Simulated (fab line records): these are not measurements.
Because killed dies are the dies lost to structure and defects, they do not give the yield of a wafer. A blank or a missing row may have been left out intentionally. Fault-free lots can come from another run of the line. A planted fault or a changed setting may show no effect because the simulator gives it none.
Which tool did it? | flow berkeleyCmos170 | Sampling: 7 lots, 21 wafers, 4 of 331 route steps

WHAT THE GAUGES SHOWED, per wafer
UCB170_M1_RS_MEAS_01: the measuring method here is four-point-probe.
lot  | measured     | on           | M1_AL_RS (ohm/sq)
L754 | day 6 17:38  | filmMetro-02 | 0.0485 0.0486 0.0482
L761 | day 8 04:07  | filmMetro-03 | 0.0483 0.0483 0.0482
L763 | day 8 22:57  | filmMetro-01 | 0.0493 0.0488 0.0489
L765 | day 8 23:26  | filmMetro-01 | 0.0239 0.0240 0.0238
L770 | day 9 21:31  | filmMetro-03 | 0.0479 0.0475 0.0477
L771 | day 9 22:59  | filmMetro-01 | 0.0489 0.0494 0.0487
L777 | day 11 16:20 | filmMetro-02 | 0.0490 0.0481 0.0487

EACH LOT AND THE TOOL THAT RAN IT (in order: tool; ch and the chambers of the sampled wafers; start)
lot  | UCB170_NLDD_STRIP_10               | UCB170_PSD_PEB_04                | UCB170_M1_SPUTTER_00
L754 | plasmaAsher-04 ch 0,1, day 6 01:38 | lithoTrack-04 ch 0, day 6 08:11  | pvdSputter-03, day 6 17:34
L761 | plasmaAsher-04 ch 0,1, day 7 09:22 | lithoTrack-04 ch 0, day 7 17:19  | pvdSputter-03, day 8 04:03
L763 | plasmaAsher-02 ch 0,1, day 8 05:04 | lithoTrack-03 ch 0, day 8 10:56  | pvdSputter-01, day 8 22:53
L765 | plasmaAsher-03 ch 0,1, day 8 05:22 | lithoTrack-03 ch 0, day 8 11:14  | pvdSputter-01, day 8 23:08
L770 | plasmaAsher-03 ch 0,1, day 9 02:50 | lithoTrack-03 ch 0, day 9 08:12  | pvdSputter-01, day 9 21:26
L771 | plasmaAsher-02 ch 0, day 9 06:49   | lithoTrack-02 ch 0, day 9 13:16  | pvdSputter-03, day 9 22:56
L777 | plasmaAsher-03 ch 1, day 10 21:38  | lithoTrack-04 ch 0, day 11 03:48 | pvdSputter-03, day 11 16:16
- UCB170_NLDD_STRIP_10: strips in O2.
- UCB170_PSD_PEB_04
- UCB170_M1_SPUTTER_00: material Al, target thk 600 nm, time 80 s.

THE ANSWER, worked out from the rows above alone
Rule: the lots themselves supply what counts as usual. The widest of any qualifying gaps counts: lots, ordered by their means at a reading, are off when they make up no more than a third of the lots, leave a main group of 4 or more, and stand apart from it by 3 or more times the standard deviation of that group's means. If all means in a main group match to the digits the tables above print for the reading, that group is not used. Also off: a lot with no number at a reading for which 4 or more lots have one. Where the step has rows for the other lots, those lots are counted as sound.
Off: at UCB170_M1_RS_MEAS_01 (M1_AL_RS), L765. Mean 0.0485 ohm/sq and standard deviation 0.00045 in the main group.
If a tool, at a process step before that reading, ran all the lots that are off and no sound lot after the first of them, it fits. Those tools and the gauges at UCB170_M1_RS_MEAS_01 are tried in the same way. Of those tried, none fits.

WHAT WAS PUT IN BY THE SIMULATOR
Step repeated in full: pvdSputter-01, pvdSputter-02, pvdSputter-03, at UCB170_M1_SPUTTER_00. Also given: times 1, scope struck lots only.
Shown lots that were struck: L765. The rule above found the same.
